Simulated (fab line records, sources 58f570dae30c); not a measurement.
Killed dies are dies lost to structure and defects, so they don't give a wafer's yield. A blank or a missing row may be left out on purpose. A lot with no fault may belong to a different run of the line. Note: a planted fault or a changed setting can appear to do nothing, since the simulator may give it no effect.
Which tool did it? ; flow berkeley-cmos170 ; 15 lots, 45 wafers sampled, at 1 step of a route of 331

== WHAT THE GAUGES READ, wafer by wafer ==
The record lacks any reading of a measuring or inspecting step that a usual standard deviation could be used to judge.

== TOOL THAT RAN EACH LOT (tool first, then ch and the chambers of the sampled wafers, then the start) ==
lot;UCB170_V2_EXPOSE_09
L573;krf-scanner-01 ch 0, day 7 12:36
L574;krf-scanner-02 ch 0, day 7 14:43
L571;krf-scanner-02 ch 0, day 7 15:15
L577;krf-scanner-01 ch 0, day 8 08:34
L575;krf-scanner-01 ch 0, day 8 08:54
L576;krf-scanner-02 ch 0, day 8 09:10
L579;krf-scanner-01 ch 0, day 8 18:10
L580;krf-scanner-01 ch 0, day 9 07:55
L584;krf-scanner-01 ch 0, day 9 12:18
L586;krf-scanner-02, day 10 19:25
L587;krf-scanner-02, day 10 23:15
L589;krf-scanner-02, day 10 23:50
L588;krf-scanner-02 ch 0, day 11 04:47
L593;krf-scanner-02 ch 0, day 11 20:14
L594;krf-scanner-01 ch 0, day 12 09:45
- UCB170_V2_EXPOSE_09: exposes mask VIA2, target cd 700 nm.

== AS READ BY THE TOOLS THEMSELVES (means over the sampled wafers that have a number; for cases with no such wafer, the mark the record gives instead) ==
UCB170_V2_EXPOSE_09. Usual: exposure-dose-mJ-cm2 36.98, standard deviation 0.036; focus-offset-nm 0.0 nm, standard deviation 0.58; stage-vel-mm-s 500.04 mm/s, standard deviation 0.26.
lot;tool;exposure-dose-mJ-cm2;focus-offset-nm (nm);stage-vel-mm-s (mm/s);flag
L573;krf-scanner-01;36.96;0.4;500.04;
L574;krf-scanner-02;36.99;-0.6;499.91;
L571;krf-scanner-02;37.00;0.7;500.10;
L577;krf-scanner-01;36.95;0.3;500.21;
L575;krf-scanner-01;36.99;0.3;499.77;
L576;krf-scanner-02;37.00;-0.4;500.23;
L579;krf-scanner-01;36.99;-0.4;500.26;
L580;krf-scanner-01;36.96;-0.2;499.99;
L584;krf-scanner-01;36.97;0.5;499.99;
L586;krf-scanner-02;-;-;-;OFF
L587;krf-scanner-02;-;-;-;OFF
L589;krf-scanner-02;-;-;-;OFF
L588;krf-scanner-02;36.98;-0.1;500.19;
L593;krf-scanner-02;37.00;-0.7;499.92;
L594;krf-scanner-01;36.97;0.4;500.01;

== THE ANSWER, worked out from the rows above alone ==
Rule: take the mean of a lot's wafers that have a number; if it is more than 3 standard deviations from the usual mean, the lot is off. A lot without any number at a reading at which 4 lots or more have one is off too. Where the step has rows for the other lots, those lots are counted as sound. First the gauges in route order, then the tools' own readings, where a lot's mean is used as printed above. The first step at which some lot is off is used, and at that step the reading that is off furthest; a lot without a number counts as furthest.
Off: L586, L587, L589, at UCB170_V2_EXPOSE_09 (exposure-dose-mJ-cm2). Without a number there: L586, L587, L589.
If a tool, at that step or one of the process steps before it, ran each lot that is off and ran no sound lot following the first of them, it fits. None of those tried fits.

== WHAT WAS PUT IN BY THE SIMULATOR ==
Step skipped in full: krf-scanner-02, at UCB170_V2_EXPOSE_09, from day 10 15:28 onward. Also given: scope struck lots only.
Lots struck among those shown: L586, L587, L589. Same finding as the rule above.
